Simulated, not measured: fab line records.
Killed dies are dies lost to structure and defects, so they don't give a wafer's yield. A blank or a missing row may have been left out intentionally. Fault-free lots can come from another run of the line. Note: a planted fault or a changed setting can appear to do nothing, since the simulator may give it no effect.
fab line records    flow rit-cmos
[record] lots = 14  wafers = 42  last-day = 8
route steps=202 shown GATE@95 M1@202
lots with no fault: from the same line, run without faults
start-h: the number of hours between the record's first day and the start of the first shown wafer of the lot    wait-h: hours elapsed since this lot's preceding step    " repeats the value in the row above    L1.1+2: a single row standing in for several wafers    - no value, or no start given    * or withheld: withheld    < > ~ a bound
route shown NAME@n: a module of which the file shows steps, and the number in the route of the first    usual: mean/standard deviation of fault-free wafers    same: alike in all rows    chamber/n: place in a boat    sites: each site's reading    _std_site: their standard deviation    _edge_site: the outer-site mean with the inner-site mean subtracted    radius-mm: for every site, how far away it sits from the centre of the wafer    mask NAME#n: copy n    behind: the most recent tool/chamber to have shaped the wafer    hold: what put the lot on hold/how long, in hours/how the hold closed    device: whichever transistor did not switch (one of n, p or np)    end of line: tests run on the same wafers once the route is complete    where a step has no rows: the recipe by itself    killed: at the first sort, the dies lost to defects and structure; wafer yield is something else    map: dies across one wafer; x = killed, . = not, _ = none there
set.NAME: setting as actually run; set.NAME@STEP: the setting as run at that earlier step    model.NAME: the simulator's own value behind a step, which no gauge read
route steps across a sampled set of lots; one table per step, one row per wafer
services: a tool's chamber out of use, with start hour (start-h, from the record's first day; less than 0 if before it), hours out, and reason
[[steps]]
[step RIT_GATE_ETCH_19]
[recipe] chemistry = SF6/CHF3/O2  time-s = 165  SF6_flow_sccm = 30  CHF3_flow_sccm = 30  O2_flow_sccm = 5  target = poly-Si  pressure-mtorr = 40  rf-w = 160  target-depth-a = 3125  over-etch-frac = 0.25  stop-on = SiO2
[usual] drypump-motor-current-A = 5.91/0.3  oes-product-au = 0.847/0.0099  throttle-valve-pct = 10.24/0.16
lot.wafer  tool       chamber  start-h  wait-h  drypump-motor-current-A  oes-product-au  rf-hours-counter-h  throttle-valve-pct
L249.1     rie-si-01  1        43.89    0.1     5.73                     0.847           110                 9.92
L249.2     "          0        "        "       6.13                     0.857           2                   10.53
L249.4     "          3        "        "       5.66                     0.869           119                 10.31
L250.2     rie-si-02  3        50.35    0.1     5.58                     0.858           3                   10.16
L250.4     "          1        "        "       6.03                     0.854           93                  10.29
L250.6     "          1        "        "       6.06                     0.849           -                   10.29
L251.2     rie-si-01  1        53.35    0.1     5.74                     0.835           110                 9.90
L251.3     "          2        "        "       6.17                     0.842           118                 10.28
L251.6     "          2        "        "       6.19                     0.845           -                   10.28
L252.1     rie-si-02  3        54.14    0.1     5.57                     0.844           3                   10.18
L252.3     "          1        "        "       6.04                     0.842           93                  10.30
L252.5     "          1        "        "       6.03                     0.841           -                   10.30
L254.3     rie-si-02  3        67.32    0.1     5.56                     0.842           3                   10.15
L254.4     "          1        "        "       6.05                     0.840           93                  10.30
L254.5     "          1        "        "       6.04                     0.845           -                   10.30
L255.1     rie-si-01  0        68.61    0.1     6.15                     0.849           2                   10.51
L255.4     "          2        "        "       6.20                     0.860           118                 10.28
L255.5     "          2        "        "       6.22                     0.861           -                   10.28
L256.1     rie-si-02  2        80.99    0.1     6.31                     0.864           2                   10.16
L256.2     "          0        "        "       5.48                     0.848           55                  10.30
L256.5     "          1        "        "       6.03                     0.852           -                   10.29
L259.1     rie-si-01  3        91.48    0.1     5.69                     0.856           120                 10.29
L259.2     "          2        "        "       6.18                     0.850           118                 10.28
L259.3     "          1        "        "       5.74                     0.833           110                 9.90
L260.2     rie-si-02  0        102.14   0.1     5.49                     0.844           55                  10.31
L260.5     "          1        "        "       6.05                     0.848           -                   10.30
L260.6     "          0        "        "       5.50                     0.847           -                   10.33
L263.2     rie-si-01  1        111.46   0.1     5.72                     0.905           110                 9.91
L263.4     "          2        "        "       6.24                     0.850           119                 10.30
L263.6     "          2        "        "       6.24                     0.851           -                   10.27
L264.4     rie-si-02  1        132.11   0.1     6.07                     0.832           94                  10.29
L264.5     "          3        "        "       5.57                     0.834           -                   10.17
L264.6     "          2        "        "       6.33                     0.839           -                   10.15
L265.2     rie-si-01  0        132.35   0.1     6.15                     0.846           3                   10.55
L265.5     "          2        "        "       6.22                     0.843           -                   10.28
L265.6     "          1        "        "       5.74                     0.900           -                   9.91
L271.1     rie-si-02  0        157.26   0.1     5.50                     0.849           56                  10.31
L271.4     "          3        "        "       5.57                     0.856           3                   10.16
L271.6     "          2        "        "       6.36                     0.857           -                   10.17
L272.1     rie-si-02  3        162.61   0.1     5.56                     0.837           4                   10.16
L272.2     "          2        "        "       6.37                     0.863           3                   10.15
L272.5     "          3        "        "       5.54                     0.837           -                   10.16
[step RIT_M1_PROBE_99]
[usual] killed-at-contacts = 0.0/0.2  killed-at-front-end = 7.0/2.8  killed-dies = 7.0/2.8  killed-on-rim = 2.0/1.4  killed-open = 3.4/1.9  killed-short = 3.6/2
[same] gross-dies = 264  killed_at_M0_to_M3 = 0  killed_at_M4_up = 0  killed-at-back-side = 0  killed-at-other = 0
lot.wafer  tool       chamber  start-h  wait-h  killed-at-contacts  killed-at-front-end  killed-dies  killed-on-rim  killed-open  killed-short
L249.1     prober-01  -        65.16    0.1     0                   7                    7            4              5            2
L249.2     prober-01  -        65.21    0.1     0                   4                    4            0              1            3
L249.4     prober-01  -        65.31    0.2     0                   5                    5            2              2            3
L250.2     prober-01  -        70.52    0.1     0                   2                    2            0              1            1
L250.4     prober-01  -        70.62    0.2     0                   6                    6            2              4            2
L250.6     prober-01  -        70.72    0.2     0                   2                    2            1              1            1
L251.2     prober-02  -        73.05    0.1     0                   11                   11           1              4            7
L251.3     prober-02  -        73.10    0.2     0                   7                    7            2              3            4
L251.6     prober-02  -        73.25    0.2     0                   3                    3            1              1            2
L252.1     prober-01  -        75.62    0.1     0                   7                    7            1              3            4
L252.3     prober-01  -        75.72    0.2     0                   6                    6            0              1            5
L252.5     prober-01  -        75.82    0.2     0                   10                   10           1              8            2
L254.3     prober-01  -        90.11    0.2     0                   10                   10           4              4            6
L254.4     prober-01  -        90.16    0.2     0                   8                    8            3              2            6
L254.5     prober-01  -        90.21    0.2     0                   4                    4            1              3            1
L255.1     prober-02  -        92.18    0.1     0                   8                    8            1              4            4
L255.4     prober-02  -        92.33    0.2     0                   4                    4            1              3            1
L255.5     prober-02  -        92.38    0.2     0                   5                    5            0              1            4
L256.1     prober-01  -        102.96   0.1     0                   5                    5            3              3            2
L256.2     prober-01  -        103.01   0.1     0                   3                    3            1              0            3
L256.5     prober-01  -        103.16   0.2     0                   2                    2            0              0            2
L259.1     prober-02  -        113.72   0.1     0                   5                    5            1              1            4
L259.2     prober-02  -        113.77   0.1     0                   10                   10           3              4            6
L259.3     prober-02  -        113.82   0.2     0                   4                    4            3              2            2
L260.2     prober-01  -        123.41   0.1     0                   9                    9            3              2            7
L260.5     prober-01  -        123.56   0.2     0                   8                    8            1              6            2
L260.6     prober-01  -        123.61   0.2     0                   10                   10           4              5            5
L263.2     prober-02  -        139.65   0.1     0                   4                    4            1              2            2
L263.4     prober-02  -        139.75   0.2     1                   13                   14           2              4            10
L263.6     prober-02  -        139.85   0.2     0                   9                    9            1              5            4
L264.4     prober-01  -        152.97   0.2     0                   9                    9            1              1            8
L264.5     prober-01  -        153.02   0.2     0                   11                   11           3              5            6
L264.6     prober-01  -        153.07   0.2     0                   8                    8            3              5            3
L265.2     prober-02  -        154.94   0.1     0                   4                    4            1              3            1
L265.5     prober-02  -        155.09   0.2     0                   5                    5            4              3            2
L265.6     prober-02  -        155.14   0.2     0                   7                    7            1              2            5
L271.1     prober-01  -        179.23   0.1     0                   7                    7            2              4            3
L271.4     prober-01  -        179.38   0.2     0                   6                    6            2              1            5
L271.6     prober-01  -        179.48   0.2     0                   5                    5            1              2            3
L272.1     prober-01  -        184.68   0.1     0                   2                    2            0              1            1
L272.2     prober-01  -        184.73   0.1     0                   7                    7            2              4            3
L272.5     prober-01  -        184.88   0.2     0                   4                    4            3              3            1
// killed by level:class
L249.1 SPACER:geometric-particle:open=3 SPACER:geometric-particle:short=2 REOX:geometric-particle:open=1 SILICIDE:geometric-particle:open=1
L249.2 SPACER:geometric-particle:short=2 REOX:geometric-particle:short=1 SPACER:geometric-particle:open=1
L249.4 GATE:geometric-particle:open=2 SILICIDE:geometric-particle:short=2 FOX1:geometric-particle:short=1
L250.2 FOX1:geometric-particle:open=1 GATE:geometric-particle:short=1
L250.4 FOX2:geometric-particle:open=2 GATE:geometric-particle:open=2 GATE:geometric-particle:short=1 SILICIDE:geometric-particle:short=1
L250.6 FOX1:geometric-particle:short=1 SPACER:geometric-particle:open=1
L251.2 GATE:geometric-particle:short=3 REOX:geometric-particle:open=3 FOX2:geometric-particle:short=2 FOX1:geometric-particle:open=1 REOX:geometric-particle:short=1 SILICIDE:geometric-particle:short=1
L251.3 GATE:geometric-particle:short=3 GATE:geometric-particle:open=2 REOX:geometric-particle:short=1 SILICIDE:geometric-particle:open=1
L251.6 GATE:geometric-particle:open=1 REOX:geometric-particle:short=1 SPACER:geometric-particle:short=1
L252.1 GATE:geometric-particle:short=4 FOX2:geometric-particle:open=1 GATE:geometric-particle:open=1 SILICIDE:geometric-particle:open=1
L252.3 GATE:geometric-particle:short=2 SILICIDE:geometric-particle:short=2 GATE:geometric-particle:open=1 SPACER:geometric-particle:short=1
L252.5 GATE:geometric-particle:open=4 FOX1:geometric-particle:open=2 FOX2:geometric-particle:open=2 GATE:geometric-particle:short=1 REOX:geometric-particle:short=1
L254.3 GATE:geometric-particle:short=5 GATE:geometric-particle:open=2 SPACER:geometric-particle:open=1 SPACER:geometric-particle:short=1 SILICIDE:geometric-particle:open=1
L254.4 GATE:geometric-particle:short=3 FOX2:geometric-particle:short=1 REOX:geometric-particle:open=1 SPACER:geometric-particle:short=1 SILICIDE:geometric-particle:open=1 SILICIDE:geometric-particle:short=1
L254.5 GATE:geometric-particle:open=2 GATE:geometric-particle:short=1 SILICIDE:geometric-particle:open=1
L255.1 GATE:geometric-particle:short=3 FOX1:geometric-particle:open=1 FOX1:geometric-particle:short=1 REOX:geometric-particle:open=1 SPACER:geometric-particle:open=1 SILICIDE:geometric-particle:open=1
L255.4 GATE:geometric-particle:open=1 SPACER:geometric-particle:open=1 SPACER:geometric-particle:short=1 SILICIDE:geometric-particle:open=1
L255.5 GATE:geometric-particle:short=3 GATE:geometric-particle:open=1 SILICIDE:geometric-particle:short=1
L256.1 FOX1:geometric-particle:open=1 FOX1:geometric-particle:short=1 FOX2:geometric-particle:open=1 SPACER:geometric-particle:open=1 SILICIDE:geometric-particle:short=1
L256.2 SPACER:geometric-particle:short=2 FOX1:geometric-particle:short=1
L256.5 FOX1:geometric-particle:short=1 REOX:geometric-particle:short=1
L259.1 GATE:geometric-particle:short=3 ACTIVE:geometric-particle:short=1 GATE:geometric-particle:open=1
L259.2 GATE:geometric-particle:open=4 REOX:geometric-particle:short=3 GATE:geometric-particle:short=2 FOX1:geometric-particle:short=1
L259.3 SILICIDE:geometric-particle:short=2 GATE:geometric-particle:open=1 SILICIDE:geometric-particle:open=1
L260.2 REOX:geometric-particle:short=3 GATE:geometric-particle:short=2 REOX:geometric-particle:open=2 FOX1:geometric-particle:short=1 SILICIDE:geometric-particle:short=1
L260.5 GATE:geometric-particle:open=4 REOX:geometric-particle:open=2 FOX1:geometric-particle:short=1 GATE:geometric-particle:short=1
L260.6 FOX1:geometric-particle:short=2 GATE:geometric-particle:open=2 GATE:geometric-particle:short=2 FOX1:geometric-particle:open=1 REOX:geometric-particle:short=1 REOX:geometric-particle:open=1 SPACER:geometric-particle:open=1
L263.2 FOX1:geometric-particle:open=1 GATE:geometric-particle:short=1 SPACER:geometric-particle:short=1 SILICIDE:geometric-particle:open=1
L263.4 GATE:geometric-particle:short=4 GATE:geometric-particle:open=2 SPACER:geometric-particle:short=2 FOX1:geometric-particle:short=1 FOX1:geometric-particle:open=1 FOX2:geometric-particle:short=1 SPACER:geometric-particle:open=1 SILICIDE:geometric-particle:short=1
L263.6 FOX1:geometric-particle:short=2 SILICIDE:geometric-particle:open=2 FOX1:geometric-particle:open=1 GATE:geometric-particle:short=1 GATE:geometric-particle:open=1 SPACER:geometric-particle:open=1 SILICIDE:geometric-particle:short=1
L264.4 GATE:geometric-particle:short=5 SPACER:geometric-particle:short=3 SPACER:geometric-particle:open=1
L264.5 GATE:geometric-particle:open=4 GATE:geometric-particle:short=3 SPACER:geometric-particle:short=2 REOX:geometric-particle:short=1 SILICIDE:geometric-particle:open=1
L264.6 GATE:geometric-particle:short=3 GATE:geometric-particle:open=3 FOX1:geometric-particle:open=1 REOX:geometric-particle:open=1
L265.2 SPACER:geometric-particle:open=2 FOX1:geometric-particle:short=1 FOX2:geometric-particle:open=1
L265.5 GATE:geometric-particle:open=2 FOX2:geometric-particle:open=1 FOX2:geometric-particle:short=1 SPACER:geometric-particle:short=1
L265.6 GATE:geometric-particle:short=2 FOX1:geometric-particle:open=1 FOX1:geometric-particle:short=1 REOX:geometric-particle:short=1 REOX:geometric-particle:open=1 SPACER:geometric-particle:short=1
L271.1 FOX1:geometric-particle:open=2 GATE:geometric-particle:open=2 FOX1:geometric-particle:short=1 GATE:geometric-particle:short=1 SILICIDE:geometric-particle:short=1
L271.4 GATE:geometric-particle:short=4 FOX1:geometric-particle:short=1 GATE:geometric-particle:open=1
L271.6 FOX1:geometric-particle:short=2 GATE:geometric-particle:open=2 REOX:geometric-particle:short=1
L272.1 GATE:geometric-particle:open=1 GATE:geometric-particle:short=1
L272.2 GATE:geometric-particle:short=3 REOX:geometric-particle:open=2 GATE:geometric-particle:open=1 SILICIDE:geometric-particle:open=1
L272.5 GATE:geometric-particle:open=1 REOX:geometric-particle:short=1 SPACER:geometric-particle:open=1 SILICIDE:geometric-particle:open=1
[[services]]
tool       chamber  start-h  hours  kind
rie-si-01  -        127.20   0.8    repair
rie-si-01  2        144.39   4.4    repair
[[key]]
[first-sign] step = RIT_GATE_ETCH_19  reading = oes-product-au  direction = up  sigmas = 5.6  usual = 0.847  struck = 0.903
effect none on later readings
met-at RIT_GATE_ETCH_19
struck-lots L263,L265
struck-wafers L263.2,L265.6
tester-left-out L263,L265
onset-between 91.48 111.46
[fault] kind = process-parameter-drift  tool = rie-si-01  chamber = 1  onset-h = 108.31  steps = RIT_GATE_ETCH_19  channel = target-depth-a  offset = -349.39  shape = step  end-h = 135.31  stated = 3125
// tester-left-out: of these lots the tester's yield and bins aren't shown, on N5 and GAA mostly nor the transistor test; their killed dies are dies lost to structure and defects alone, not to doping, threshold or leakage, so they don't give the yield
